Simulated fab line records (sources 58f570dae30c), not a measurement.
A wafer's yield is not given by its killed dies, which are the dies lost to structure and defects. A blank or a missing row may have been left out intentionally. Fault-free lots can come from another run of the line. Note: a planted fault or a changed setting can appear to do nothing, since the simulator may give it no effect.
Which tool did it? :: flow berkeleyCmos170 :: 7 lots, 21 wafers sampled, at 2 steps of a route of 331

== WHAT THE GAUGES READ, wafer by wafer ==
UCB170_NVT_TW_MEAS_09.
lot: L835
measured: day 5 13:16
on: filmMetro-04
NVT_TW: 525 525 525

lot: L837
measured: day 5 13:40
on: filmMetro-03
NVT_TW: 524 523 527

lot: L839
measured: day 6 07:51
on: filmMetro-03
NVT_TW: 521 523 522

lot: L842
measured: day 6 16:27
on: filmMetro-02
NVT_TW: 533 527 532

lot: L848
measured: day 7 23:50
on: filmMetro-02
NVT_TW: 625 624 626

lot: L854
measured: day 9 14:50
on: filmMetro-03
NVT_TW: 524 523 524

lot: L857
measured: day 10 03:22
on: filmMetro-04
NVT_TW: 524 522 522

== TOOL THAT RAN EACH LOT (tool first, then ch and the chambers of the sampled wafers, then the start) ==
lot: L835
UCB170_NVT_IMPLANT_07: implanter-03 ch 0, day 5 13:01

lot: L837
UCB170_NVT_IMPLANT_07: implanter-02 ch 0, day 5 13:25

lot: L839
UCB170_NVT_IMPLANT_07: implanter-02 ch 0, day 6 07:32

lot: L842
UCB170_NVT_IMPLANT_07: implanter-01 ch 0, day 6 16:14

lot: L848
UCB170_NVT_IMPLANT_07: implanter-03 ch 0, day 7 23:35

lot: L854
UCB170_NVT_IMPLANT_07: implanter-01 ch 0, day 9 14:36

lot: L857
UCB170_NVT_IMPLANT_07: implanter-02 ch 0, day 10 03:08
- UCB170_NVT_IMPLANT_07

== THE ANSWER, worked out from the rows above alone ==
Rule: what is usual is taken from the lots themselves. Put in order of their means at a reading, lots are off if they are a third of the lots or fewer, leave a main group of 4 or more, and stand apart from it by a gap of 3 or more times the standard deviation of the main group's means; of several such gaps the widest counts. A main group whose means are all the same, to the digits that the tables above print for the reading, isn't used. A lot without any number at a reading at which 4 lots or more have one is off too. All remaining lots with rows at the step are treated as sound.
Off: L848, at UCB170_NVT_TW_MEAS_09 (NVT_TW). Main group: mean 525, sd 2.8.
If a tool, at a process step before that reading, ran all the lots that are off and no sound lot after the first of them, it fits. The gauges at UCB170_NVT_TW_MEAS_09 are tried like those tools. 2 tools fit, implanter-03 at UCB170_NVT_IMPLANT_07 and filmMetro-02 at UCB170_NVT_TW_MEAS_09, so this cannot tell which one it is.

== WHAT HAD BEEN PUT IN BY THE SIMULATOR ==
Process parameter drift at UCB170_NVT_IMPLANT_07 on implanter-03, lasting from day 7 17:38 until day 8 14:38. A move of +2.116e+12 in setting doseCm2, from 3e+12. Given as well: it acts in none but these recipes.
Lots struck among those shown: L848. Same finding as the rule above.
